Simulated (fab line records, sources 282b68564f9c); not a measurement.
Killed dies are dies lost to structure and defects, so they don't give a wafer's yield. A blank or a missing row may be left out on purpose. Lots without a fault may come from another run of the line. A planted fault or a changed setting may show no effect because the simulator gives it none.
A struck lot beside a sound one | flow rit_cmos | 27 steps out of a route of 202
Sound: wafers L997.2, L997.3, L997.6. Struck: wafers L991.3, L991.4, L991.6. The cause comes at the end.
At each step with rows: each side's tool, then ch and its chambers, then its first start. Under that, the readings that differ: sound wafers | struck wafers | difference of the means | sigmas: that difference in standard deviations of wafers without a fault.
alike: readings whose means differ by less than 2 such deviations, and words and numbers that are the same on both sides. not compared: withheld readings, readings that some wafer has no value for, bounds like >300 that may hide the same value, and numbers for which the record gives no deviation and whose values overlap.
The two part at a step that has a row with sigmas, a row that says differs or no value, or rows on one side only. Numbers that don't overlap but have no deviation are shown without sigmas and don't part them. A reading that every wafer of one side lacks parts them only if that side has two wafers or more.

RIT_ACTIVE_BOW_MEAS_00:
  sound on film_metro-04, day 4 03:01; struck on film_metro-03, day 2 21:02
  alike: INCOMING_BOW
RIT_ACTIVE_OXIDATION_01: target thk 46.8 nm, ox time 3360 s.
  sound on furnace-01 ch 0, day 4 03:07; struck on furnace-02 ch 0, day 2 21:07
  reading                                       | sound                | struck               | difference | sigmas
  spike_tc_centre_C (C)                         | 1001.7 1000.7 999.5  | 978.9 978.9 976.7    | -22.5      | -12
  spike_tc_load_C (C)                           | 1030 1030 1031       | 1006 1005 1006       | -25        | -6
  spike_tc_source_C (C)                         | 1022.5 1024.4 1025.6 | 1002.8 1002.4 1003.7 | -21.2      | -11
  tube_center_temp_C (C)                        | 1000.1 999.91 1000.1 | 974.98 975.08 974.94 | -25.04     | -99 or more
  tube_center_temp_C_max                        | 1003.0 1002.9 1002.9 | 977.6 977.6 978.1    | -25.2      | -59
  model.SiO2_of_ACTIVE_OXIDATION_01.thk_nm (nm) | 47.31 46.38 46.17    | 36.57 37.03 36.66    | -9.87      |
  alike: zone_power_load_pct
RIT_ACTIVE_THK_MEAS_02:
  sound on film_metro-03, day 4 05:04; struck on film_metro-01, day 2 23:18
  reading               | sound          | struck         | difference | sigmas
  ACTIVE_OXIDE_THK (nm) | 47.3 46.4 46.1 | 36.5 37.0 36.7 | -9.9       | -12
  not compared: hold
RIT_ACTIVE_THK_MEAS_04:
  sound on film_metro-04, day 4 07:15; struck on film_metro-04, day 3 04:47
  alike: ACTIVE_NITRIDE_THK
then, 6 steps without rows for these wafers: RIT_ACTIVE_HMDS_05 (prime time 60 s); RIT_ACTIVE_COAT_06 (resist thk 1000 nm); RIT_ACTIVE_SOFTBAKE_07 (time 60 s); RIT_ACTIVE_EXPOSE_08 (exposes mask M1, target cd 1400 nm); RIT_ACTIVE_PEB_09; RIT_ACTIVE_DEVELOP_10 (develop time 50 s).
RIT_ACTIVE_CD_MEAS_11: target cd 1400 nm.
  sound on cd_sem-02, day 4 08:10; struck on cd_sem-02, day 3 05:56
  alike: cd_nm
then, 1 step without rows for these wafers: RIT_ACTIVE_HARDBAKE_12 (time 60 s).
RIT_ACTIVE_ETCH_13: etches Si3N4 in SF6, stops on SiO2, time 210 s, target depth 210 nm.
  sound on rie_diel-04 ch 0,1,3, day 4 08:25; struck on rie_diel-04 ch 0,1,3, day 3 06:10
  alike: drypump_motor_current_A, oes_product_au, throttle_valve_pct
  not compared: rf_hours_counter_h
RIT_ACTIVE_STRIP_14: strips in O2, time 180 s.
  sound on plasma_asher-02 ch 0,1, day 4 08:33; struck on plasma_asher-03 ch 0,1, day 3 06:22
  alike: drypump_motor_current_A
  not compared: rf_hours_counter_h
RIT_ACTIVE_CD_MEAS_90: target cd 1400 nm.
  sound on cd_sem-02, day 4 08:45; struck on cd_sem-01, day 3 06:31
  alike: cd_nm
then, 4 steps without rows for these wafers: RIT_ACTIVE_CLEAN_15 (cleans in SC1, time 600 s); RIT_ACTIVE_CLEAN_16 (cleans in dHF, time 30 s); RIT_ACTIVE_CLEAN_17 (cleans in SC2, time 600 s); RIT_FOX1_OXIDATION_00 (target thk 350.7 nm, ox time 1130 s).
RIT_FOX1_THK_MEAS_01:
  sound on film_metro-04, day 4 15:23; struck on film_metro-02, day 3 08:27
  alike: FOX1_OXIDE_THK
then, 2 steps without rows for these wafers: RIT_FOX1_WET_ETCH_02 (etches SiO2 in BOE, target depth 350 nm, time 390 s); RIT_FOX2_OXIDATION_00 (target thk 350.7 nm, ox time 1130 s).
RIT_FOX2_THK_MEAS_01:
  sound on film_metro-04, day 4 21:31; struck on film_metro-02, day 3 10:23
  alike: FOX2_OXIDE_THK
then, 1 step without rows for these wafers: RIT_FOX2_CLEAN_02 (cleans in dHF, time 180 s).
RIT_FOX2_WET_ETCH_03: etches Si3N4 in H3PO4, target depth 195 nm, time 2700 s.
  sound on wet_bench-04 ch 1, day 4 21:37; struck on wet_bench-03 ch 3, day 3 10:54
  reading                                       | sound           | struck            | difference | sigmas
  model.SiO2_of_ACTIVE_OXIDATION_01.thk_nm (nm) | 42.1 41.1 41.07 | 32.35 32.91 32.59 | -8.81      |
RIT_FOX2_THK_MEAS_90:
  sound on film_metro-02, day 4 22:28; struck on film_metro-04, day 3 11:40
  alike: FIELD_OXIDE_LEFT_1_THK
RIT_M1_PROBE_99:
  the record has rows for the struck wafers here (prober-01, day 5 07:56) and none for the sound ones

WHERE THEY PART
First at RIT_ACTIVE_OXIDATION_01; last, within this record, at RIT_M1_PROBE_99.

WHY: what the simulator had put in
Process parameter drift: furnace-02, from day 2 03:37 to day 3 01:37, at RIT_ACTIVE_OXIDATION_01. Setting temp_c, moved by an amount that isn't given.
